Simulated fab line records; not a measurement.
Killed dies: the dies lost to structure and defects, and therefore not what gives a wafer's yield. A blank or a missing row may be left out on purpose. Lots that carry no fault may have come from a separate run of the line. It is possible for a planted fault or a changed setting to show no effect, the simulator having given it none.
A struck lot beside a sound one | flow berkeley_cmos170 | 26 out of 331 route steps
Sound: these wafers, L764.1, L764.2, L764.6. Wafers struck: L769.1, L769.2, L769.3. The cause comes at the end.
Per side, at each step with rows, come the tool, then ch with its chambers, and then its first start. Under that, the readings that differ: sound wafers | struck wafers | difference of the means | sigmas: that difference in standard deviations of wafers without a fault.
alike: readings with means less than 2 such deviations apart, plus words and numbers identical on both sides. not compared: withheld readings, readings lacking a value on some wafer, bounds such as >300 that could conceal the same value, and numbers that have no deviation in the record and whose values overlap.
Wherever a step has rows on one side only, a row that says differs or no value, or a row with sigmas, the two part there. Numbers that have no deviation but don't overlap get no sigmas and don't part them. A reading that every wafer of one side lacks parts them only if that side has two wafers or more.

first, 5 steps without rows for these wafers: UCB170_CONTACT_COAT_10 (resist thk 891.4 nm); UCB170_CONTACT_SOFTBAKE_11 (time 60 s); UCB170_CONTACT_EXPOSE_12 (exposes mask CONT, target cd 700 nm); UCB170_CONTACT_PEB_13; UCB170_CONTACT_DEVELOP_14 (develop time 45 s).
UCB170_CONTACT_CD_MEAS_15: target cd 700 nm.
  sound on cd_sem-01 at day 8 21:56; struck on cd_sem-02 at day 9 20:56
  alike: cd_nm
UCB170_CONTACT_OVL_MEAS_16:
  sound on overlay-02 at day 8 22:03; struck on overlay-02 at day 9 21:04
  alike: CONTACT_OVL
UCB170_CONTACT_ETCH_17: etches BARC in N2/H2.
  sound on rie_diel-04 ch 2,3, day 8 22:05; struck on rie_diel-04 ch 0,2,3, day 9 21:05
  alike: drypump_motor_current_A, n2_flow_sccm, oes_product_au, throttle_valve_pct
UCB170_CONTACT_ETCH_18: etches PSG in CHF3/CF4/Ar, stops on TiSi2, target depth 840 nm, time 195 s.
  sound: rie_diel-04 ch 2,3; struck: rie_diel-04 ch 0,2,3
  alike: drypump_motor_current_A, oes_product_au, throttle_valve_pct
  not compared: rf_hours_counter_h
UCB170_CONTACT_STRIP_19: strips in O2.
  sound on plasma_asher-04 ch 0,1, day 8 22:15; struck on plasma_asher-04 ch 0,1, day 9 21:16
  alike: drypump_motor_current_A, oes_product_au
  not compared: rf_hours_counter_h
UCB170_CONTACT_CD_MEAS_90: target cd 700 nm.
  sound on cd_sem-01 at day 8 22:21; struck on cd_sem-02 at day 9 21:22
  alike: cd_nm
then, 1 step without rows for these wafers: UCB170_CONTACT_CLEAN_20 (cleans in SPM, time 600 s).
UCB170_M1_SPUTTER_00: material Al, target thk 600 nm, time 80 s.
  sound on pvd_sputter-02 at day 8 22:38; struck on pvd_sputter-02 at day 9 21:53
  alike: throttle_valve_pct
UCB170_M1_RS_MEAS_01: measurement is done with a four-point probe.
  sound on film_metro-02 at day 8 22:42; struck on film_metro-02 at day 9 21:57
  reading           | sound                | struck               | difference | sigmas
  M1_AL_RS (ohm/sq) | 0.0487 0.0489 0.0487 | 0.0240 0.0241 0.0242 | -0.0247    | -62
UCB170_M1_THK_MEAS_02: measures by xrf.
  sound on film_metro-02 at day 8 22:49; struck on film_metro-02 at day 9 22:04
  reading        | sound       | struck         | difference | sigmas
  M1_AL_THK (nm) | 604 598 603 | 1206 1207 1199 | +602       | +81
then, 6 steps without rows for these wafers: UCB170_M1_COAT_03; UCB170_M1_COAT_04 (resist thk 900 nm); UCB170_M1_SOFTBAKE_05 (time 60 s); UCB170_M1_EXPOSE_06 (exposes mask METAL1, target cd 700 nm); UCB170_M1_PEB_07; UCB170_M1_DEVELOP_08 (develop time 45 s).
UCB170_M1_CD_MEAS_09: target cd 700 nm.
  sound on cd_sem-02 at day 9 00:04; struck on cd_sem-02 at day 9 23:41
  alike: cd_nm
UCB170_M1_OVL_MEAS_10:
  sound on overlay-01 at day 9 00:11; struck on overlay-02 at day 9 23:48
  alike: M1_OVL
UCB170_M1_ETCH_11: etches BARC in N2/H2.
  sound on rie_diel-03 ch 0,1,3, day 9 00:13; struck on rie_diel-04 ch 0,2,3, day 9 23:50
  alike: drypump_motor_current_A, n2_flow_sccm, oes_product_au, throttle_valve_pct
UCB170_M1_METAL_ETCH_12: etches Al in Cl2/BCl3, stops on PSG, target depth 780 nm, time 130 s.
  sound on rie_metal-03 ch 0,1, day 9 00:16; struck on rie_metal-03 ch 0,1, day 9 23:53
  reading                        | sound             | struck            | difference | sigmas
  oes_product_au (a.u.)          | 0.844 0.863 0.873 | 1.019 0.980 1.017 | +0.145     | +12
  model.etch.depth_nm (nm)       | 599.1 597.2 599.4 | 787.7 767.9 783.7 | +181.2     |
  model.M1.feature_depth_nm (nm) | 635.9 634.6 637.2 | 787.7 767.9 783.7 | +143.9     |
  alike: drypump_motor_current_A, mfc_cl2_sccm, throttle_valve_pct
  not compared: rf_hours_counter_h
UCB170_M1_STRIP_13: strips in O2.
  sound on plasma_asher-01 ch 0,1, day 9 00:23; struck on plasma_asher-02 ch 0,1, day 10 00:01
  alike: drypump_motor_current_A, oes_product_au
  not compared: rf_hours_counter_h

WHERE THEY PART
Last at UCB170_M1_METAL_ETCH_12 as far as this record goes, first at UCB170_M1_RS_MEAS_01. Later steps at which nothing parts them and some readings are alike: UCB170_M1_STRIP_13.

WHY: what the simulator had put in
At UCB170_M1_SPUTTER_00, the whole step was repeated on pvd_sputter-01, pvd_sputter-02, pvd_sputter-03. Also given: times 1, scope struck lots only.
